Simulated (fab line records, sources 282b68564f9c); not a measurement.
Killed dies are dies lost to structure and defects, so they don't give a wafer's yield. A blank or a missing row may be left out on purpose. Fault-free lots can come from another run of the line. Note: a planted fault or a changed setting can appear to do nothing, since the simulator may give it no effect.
8D (eight disciplines) problem report, filled in by code || flow rit-cmos || the parts of the form that need people (team, actions taken, sign-off) are left out

== 1. THE ISSUE ==
Wafers without a fault read 752.7, standard deviation 0.64; wafer_temp_C_max at RIT_SILICIDE_RTA_06 reads a mean of 759.3 on 6 wafers belonging to 2 lots. That puts it +10 standard deviations away from the usual mean.
The step: time 10 s, ramp up 5 s, ramp down 10 s.
Seen first at day 4 23:26 on rtp-anneal-02, wafer L787.2. Wafers with a number at this step in the record: 33, from 11 lots. By rule, "out" or "out of limits" means more than 4 standard deviations away from the usual mean. The rest of the wafers with a number are treated as sound.

== 2. WHAT IT IS, AND WHAT IT ISN'T ==
{"question": "which readings at this step", "is": "wafer_temp_C_max", "is not": "chamber-o2-ppm"}
{"question": "which lots", "is": "L787, L789", "is not": "L778, L779, L781, L790, L792, L794, L796, L798, L800"}
{"question": "which wafers of those lots", "is": "all that have a number", "is not": "-"}
{"question": "read on which tools", "is": "rtp-anneal-02", "is not": "rtp-anneal-01"}
{"question": "when", "is": "from day 4 23:26", "is not": "up to then (9 sound wafers); but 18 sound wafers of L790, L792, L794, L796, L798, L800 came after"}

== 3. THE SUSPECTS, EACH WITH WHAT RULES IT OUT ==
Counting: a tool at a process step up to the reading stays a suspect if it ran every lot that is out and no sound lot after the first of them.
- rtp-anneal-02 at RIT_SILICIDE_RTA_06 (time 10 s, ramp up 5 s, ramp down 10 s): kept. It ran every lot that is out, first L787 (day 4 23:26), and no sound lot after that; its last sound lot up to then is L781 (day 3 19:18). Out on those wafers are its own readings of wafer_temp_C_max.
The count leaves rtp-anneal-02 at RIT_SILICIDE_RTA_06.

== 4. THE CAUSE (what the simulator had put in) ==
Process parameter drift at RIT_SILICIDE_RTA_06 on rtp-anneal-02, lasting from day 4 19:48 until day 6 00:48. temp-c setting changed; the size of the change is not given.
The count eliminated every tool but this one.

== 5. SEQUENCE OF EFFECTS, ordered by route ==
Rows list readings where the struck wafers' mean (over those with a number) sits beyond 3 standard deviations from the usual. Only readings for which the record gives a usual standard deviation are gone through. hours: the time from each lot's start at the first step in this table that gives one to its start at this step, as a median over the lots. sigmas: the change in usual standard deviations.
{"hours": 0, "step": "RIT_SILICIDE_RTA_06", "reading": "wafer_temp_C_max", "usual": 752.7, "on struck wafers": 759.3, "change": "+6.6", "sigmas": "+10"}
Process steps it contains:
- RIT_SILICIDE_RTA_06: time 10 s, ramp up 5 s, ramp down 10 s.

== 6. HOW IT WOULD HAVE BEEN CAUGHT EARLIER ==
In this record no reading fell out of limits until day 4 23:26, 4 hours after the fault had begun at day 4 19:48.
